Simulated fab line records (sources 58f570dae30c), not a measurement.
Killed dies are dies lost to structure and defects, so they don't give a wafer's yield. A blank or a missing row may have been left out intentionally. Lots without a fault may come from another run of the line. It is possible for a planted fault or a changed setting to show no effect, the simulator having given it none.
The tool behind it: which one? | flow berkeley-cmos170 | 14 lots, 42 wafers sampled, at 5 steps of a route of 331

== WHAT THE GAUGES READ, wafer by wafer ==
UCB170_PWELL_OVL_MEAS_13.
lot  | measured    | on         | PWELL_OVL (nm)
L850 | day 3 13:58 | overlay-02 | -6 9 -4
L852 | day 3 23:06 | overlay-01 | -1 -3 -1
L853 | day 4 04:50 | overlay-02 | -3 3 14
L854 | day 4 05:01 | overlay-01 | -6 -10 -5
L855 | day 4 16:01 | overlay-01 | -7 -14 -12
L856 | day 4 21:34 | overlay-01 | -4 -8 -11
L857 | day 5 05:43 | overlay-01 | 1 3 0
L859 | day 5 05:46 | overlay-02 | -1 4 -3
L861 | day 5 23:23 | overlay-02 | -3 0 5
L862 | day 6 03:28 | overlay-01 | 6 7 6
L863 | day 6 03:35 | overlay-01 | 2 -3 4
L864 | day 6 10:45 | overlay-02 | -9 -2 -8
L867 | day 7 01:31 | overlay-01 | -2 -7 -2
L872 | day 8 03:40 | overlay-02 | -1 -4 -6

UCB170_FIELD_THK_MEAS_90.
lot  | measured     | on            | FIELD_OXIDE_LEFT_1_THK (nm)
L850 | day 6 00:33  | film-metro-01 | 431 432 439
L852 | day 6 00:34  | film-metro-04 | 453 455 453
L853 | day 6 08:32  | film-metro-04 | 440 439 437
L854 | day 6 08:34  | film-metro-03 | 459 443 438
L855 | day 6 18:22  | film-metro-03 | 444 442 440
L856 | day 6 18:22  | film-metro-01 | 425 435 434
L857 | day 7 06:43  | film-metro-01 | 445 438 437
L859 | day 7 06:44  | film-metro-03 | 463 460 460
L861 | day 8 02:50  | film-metro-04 | 433 445 438
L862 | day 8 02:53  | film-metro-03 | 444 444 444
L863 | day 8 02:49  | film-metro-01 | 446 447 446
L864 | day 8 15:17  | film-metro-01 | 434 432 424
L867 | day 9 07:15  | film-metro-03 | 440 451 450
L872 | day 10 12:34 | film-metro-04 | 444 459 449

UCB170_SCREENOX_THK_MEAS_02.
lot  | measured     | on            | SCREENOX_OXIDE_THK (nm)
L850 | day 6 12:41  | film-metro-04 | 14.48 14.62 14.65
L852 | day 6 12:42  | film-metro-02 | 14.77 14.81 14.68
L853 | day 6 20:35  | film-metro-01 | 14.53 14.68 14.64
L854 | day 6 20:36  | film-metro-04 | 14.21 14.22 14.35
L855 | day 7 04:50  | film-metro-01 | 14.01 14.21 14.43
L856 | day 7 04:50  | film-metro-02 | 14.73 14.61 14.64
L857 | day 7 20:26  | film-metro-02 | 14.53 14.51 14.29
L859 | day 7 20:26  | film-metro-04 | 14.43 14.47 14.66
L861 | day 8 17:21  | film-metro-01 | 14.70 14.72 14.60
L862 | day 8 17:20  | film-metro-04 | 14.35 14.35 14.43
L863 | day 8 17:20  | film-metro-02 | 14.35 14.57 14.83
L864 | day 9 06:33  | film-metro-01 | 14.51 14.46 14.30
L867 | day 9 21:47  | film-metro-04 | 22.76 22.68 22.75
L872 | day 11 01:18 | film-metro-02 | 23.83 23.18 23.03

UCB170_PVT_OVL_MEAS_06.
lot  | measured     | on         | PVT_OVL (nm)
L850 | day 6 21:53  | overlay-02 | 0 -2 -2
L852 | day 6 21:49  | overlay-01 | 1 5 3
L853 | day 7 05:08  | overlay-01 | 1 4 0
L854 | day 7 04:54  | overlay-02 | 12 13 13
L855 | day 7 13:29  | overlay-02 | 8 4 13
L856 | day 7 13:19  | overlay-02 | -2 3 2
L857 | day 8 07:19  | overlay-01 | 16 13 12
L859 | day 8 07:02  | overlay-02 | 2 7 10
L861 | day 9 04:31  | overlay-01 | 5 9 10
L862 | day 9 04:12  | overlay-01 | 9 11 10
L863 | day 9 04:05  | overlay-01 | 3 3 5
L864 | day 9 18:33  | overlay-02 | 13 12 17
L867 | day 10 03:10 | overlay-01 | -1 -1 6
L872 | day 11 08:02 | overlay-02 | 1 0 0

== WHAT TOOL EACH LOT RAN ON (gives the tool, then ch and the chambers of the sampled wafers, and finally the start) ==
lot  | UCB170_SCREENOX_OXIDATION_01
L850 | furnace-01 ch 0, day 6 11:01
L852 | furnace-01 ch 0, day 6 11:01
L853 | furnace-02 ch 0, day 6 18:55
L854 | furnace-02 ch 0, day 6 18:55
L855 | furnace-04 ch 0, day 7 03:10
L856 | furnace-04 ch 0, day 7 03:10
L857 | furnace-04 ch 0, day 7 18:46
L859 | furnace-04 ch 0, day 7 18:46
L861 | furnace-02 ch 0, day 8 15:40
L862 | furnace-02 ch 0, day 8 15:40
L863 | furnace-02 ch 0, day 8 15:40
L864 | furnace-02 ch 0, day 9 04:53
L867 | furnace-02 ch 0, day 9 17:08
L872 | furnace-01 ch 0, day 10 20:38
- UCB170_SCREENOX_OXIDATION_01: target thk 14.4 nm, ox time 2400 s.

== AS READ BY THE TOOLS THEMSELVES (means over the sampled wafers that have a number; for cases with no such wafer, the mark the record gives instead) ==
UCB170_SCREENOX_OXIDATION_01.
lot  | tool       | spike-tc-load-C (C)
L850 | furnace-01 | 924.7
L852 | furnace-01 | 924.3
L853 | furnace-02 | 924.8
L854 | furnace-02 | 926.2
L855 | furnace-04 | 926.3
L856 | furnace-04 | 926.0
L857 | furnace-04 | 926.1
L859 | furnace-04 | 925.9
L861 | furnace-02 | 926.3
L862 | furnace-02 | 927.1
L863 | furnace-02 | 926.3
L864 | furnace-02 | 926.9
L867 | furnace-02 | 926.4
L872 | furnace-01 | 923.7

== THE ANSWER, worked out from the rows above alone ==
Rule: the lots themselves supply what counts as usual. Put in order of their means at a reading, lots are off if they are a third of the lots or fewer, leave a main group of 4 or more, and stand apart from it by a gap of 3 or more times the standard deviation of the main group's means; of several such gaps the widest counts. A main group whose means are all the same, to the digits that the tables above print for the reading, isn't used. A lot without any number at a reading at which 4 lots or more have one is off too. All remaining lots with rows at the step are treated as sound. Order of review: gauges by route order, followed by the tools' own readings, for which a lot's mean as printed above is used. The first step at which some lot is off is used, and at that step the reading that is off furthest; a lot without a number counts as furthest.
Off: at UCB170_SCREENOX_THK_MEAS_02 (SCREENOX_OXIDE_THK), L867, L872. The main group has a mean of 14.51 nm with a standard deviation of 0.16.
A tool fits if, at a process step before that reading, it ran every lot that is off, and no sound lot after the first of them. Those tools and the gauges at UCB170_SCREENOX_THK_MEAS_02 are tried in the same way. No candidate that was tried fits.

== WHAT HAD BEEN PUT IN BY THE SIMULATOR ==
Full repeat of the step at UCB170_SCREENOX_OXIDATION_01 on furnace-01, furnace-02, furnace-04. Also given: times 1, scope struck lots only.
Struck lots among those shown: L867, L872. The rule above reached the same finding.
